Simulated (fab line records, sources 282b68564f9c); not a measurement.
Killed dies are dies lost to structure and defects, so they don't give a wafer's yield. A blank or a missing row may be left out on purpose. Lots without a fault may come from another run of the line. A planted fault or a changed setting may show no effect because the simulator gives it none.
Which tool did it? | flow rit_cmos | 7 lots, 21 wafers sampled, at 2 steps of a route of 202

WHAT THE GAUGES READ, wafer by wafer
RIT_SPACER_THK_MEAS_04.
lot  | measured    | on            | SPACER_NITRIDE_THK (nm)
L209 | day 3 03:23 | film_metro-04 | 248.8 250.1 249.2
L212 | day 3 17:47 | film_metro-02 | 248.0 250.2 250.3
L214 | day 4 05:01 | film_metro-02 | 248.3 245.7 250.1
L218 | day 5 02:46 | film_metro-03 | 250.8 251.2 251.9
L220 | day 5 11:23 | film_metro-04 | 149.6 152.2 152.1
L227 | day 6 23:38 | film_metro-03 | 254.3 253.9 252.0
L231 | day 7 19:53 | film_metro-02 | 247.3 247.9 246.3

WHICH TOOL RAN EACH LOT (tool, then ch and the chambers of the sampled wafers, then the start)
lot  | RIT_SPACER_CVD_03
L209 | lpcvd-02 ch 1, day 3 01:29
L212 | lpcvd-01 ch 1, day 3 15:52
L214 | lpcvd-01 ch 0, day 4 03:05
L218 | lpcvd-02 ch 1, day 4 22:28
L220 | lpcvd-01 ch 0, day 5 09:28
L227 | lpcvd-02 ch 0, day 6 20:46
L231 | lpcvd-02 ch 1, day 7 17:58
- RIT_SPACER_CVD_03: deposits Si3N4 from SiH2Cl2/NH3, target thk 250 nm, time 3300 s.

THE ANSWER, worked out from the rows above alone
Rule: what is usual is taken from the lots themselves. Put in order of their means at a reading, lots are off if they are a third of the lots or fewer, leave a main group of 4 or more, and stand apart from it by a gap of 3 or more times the standard deviation of the main group's means; of several such gaps the widest counts. A main group whose means are all the same, to the digits that the tables above print for the reading, isn't used. A lot without any number at a reading at which 4 lots or more have one is off too. The other lots that the step has rows for count as sound.
Off: L220, at RIT_SPACER_THK_MEAS_04 (SPACER_NITRIDE_THK). The main group: mean 249.8 nm, standard deviation 2.1.
A tool fits if, at a process step before that reading, it ran every lot that is off, and no sound lot after the first of them. The gauges at RIT_SPACER_THK_MEAS_04 are tried like those tools. Can't be told from this: 2 tools fit, lpcvd-01 at RIT_SPACER_CVD_03, film_metro-04 at RIT_SPACER_THK_MEAS_04.

WHAT THE SIMULATOR HAD PUT IN
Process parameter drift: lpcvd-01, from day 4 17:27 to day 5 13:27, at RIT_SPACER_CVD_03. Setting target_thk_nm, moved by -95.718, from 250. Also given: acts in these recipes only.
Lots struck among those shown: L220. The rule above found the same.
